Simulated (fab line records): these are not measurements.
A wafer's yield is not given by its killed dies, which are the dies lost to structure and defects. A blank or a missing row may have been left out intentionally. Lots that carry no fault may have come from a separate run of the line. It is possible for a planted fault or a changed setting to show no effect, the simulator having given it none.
2 desks, one fault -- flow berkeley cmos170 -- each desk holds nothing but its own numbers, with what lay behind them at the end

## AT THE TOOL OWNER'S DESK: rie diel-02
The tool's own readings at UCB170_SPACER_ETCHBACK_03 (etches SiO2 in CHF3/CF4/Ar, stops on Si, target depth 376 nm, time 100 s): means of the sampled wafers that have a number, for each lot that ran on this tool. The brackets show how far a lot's mean lies from the usual mean; more than 4 standard deviations puts the lot out of limits, marked OUT.
Columns: A = drypump motor current A at UCB170_SPACER_ETCHBACK_03, usual 5.6 A; B = oes product au at UCB170_SPACER_ETCHBACK_03, usual 0.898 a.u.; C = run length s at UCB170_SPACER_ETCHBACK_03, usual 128.3 s; D = throttle valve pct at UCB170_SPACER_ETCHBACK_03, usual 6.41 %
lot,first seen here,A,B,C,D
L188,day 8 17:47,5.8,0.904,128.1,6.38
L192,day 9 10:05,5.0,0.940,120.1 (-22) OUT,6.38
This desk finds L192 out of limits, L192 being first, at day 9 10:05 (run length s at UCB170_SPACER_ETCHBACK_03). In limits: L188.

## METROLOGY DESK
What the gauges read, lot by lot, whatever tool the lot ran on: means of the sampled wafers that have a number. The brackets show how far a lot's mean lies from the usual mean; more than 4 standard deviations puts the lot out of limits, marked OUT.
Columns: A = cd nm at UCB170_NLDD_CD_MEAS_06, usual 1199.9 nm; B = NLDD_OVL at UCB170_NLDD_OVL_MEAS_07, usual -4 nm; C = NLDD_TW at UCB170_NLDD_TW_MEAS_11, usual 2212; D = SPACER_TEOS_THK at UCB170_SPACER_THK_MEAS_01, usual 375 nm
lot,first seen here,A,B,C,D
L182,day 6 11:43,1203.2,-1,2221,371
L188,day 8 11:27,1198.9,-3,2202,375
L192,day 9 04:14,1199.6,-2,2195,373
L196,day 9 18:52,1200.2,-8,2212,378
L199,day 10 08:37,1199.3,-4,2196,375
Finding of this desk: none of the 5 lots has anything out of limits.

## ALL TOGETHER
An alarm could have come from the tool owner's desk at day 9 10:05, on L192.
The metrology desk saw nothing out of limits.
The metrology desk has L192 on record, within its limits.
Of the lots named, all ran UCB170_SPACER_ETCHBACK_03 on rie diel-02.

## WHAT THE SIMULATOR HAD PUT IN
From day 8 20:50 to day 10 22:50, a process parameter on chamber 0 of rie diel-02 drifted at UCB170_SPACER_ETCHBACK_03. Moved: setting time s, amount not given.
Struck lots among those shown: L192.
How many hours passed from the start of the fault until each desk's first out-of-limits reading: the tool owner's desk, 13.
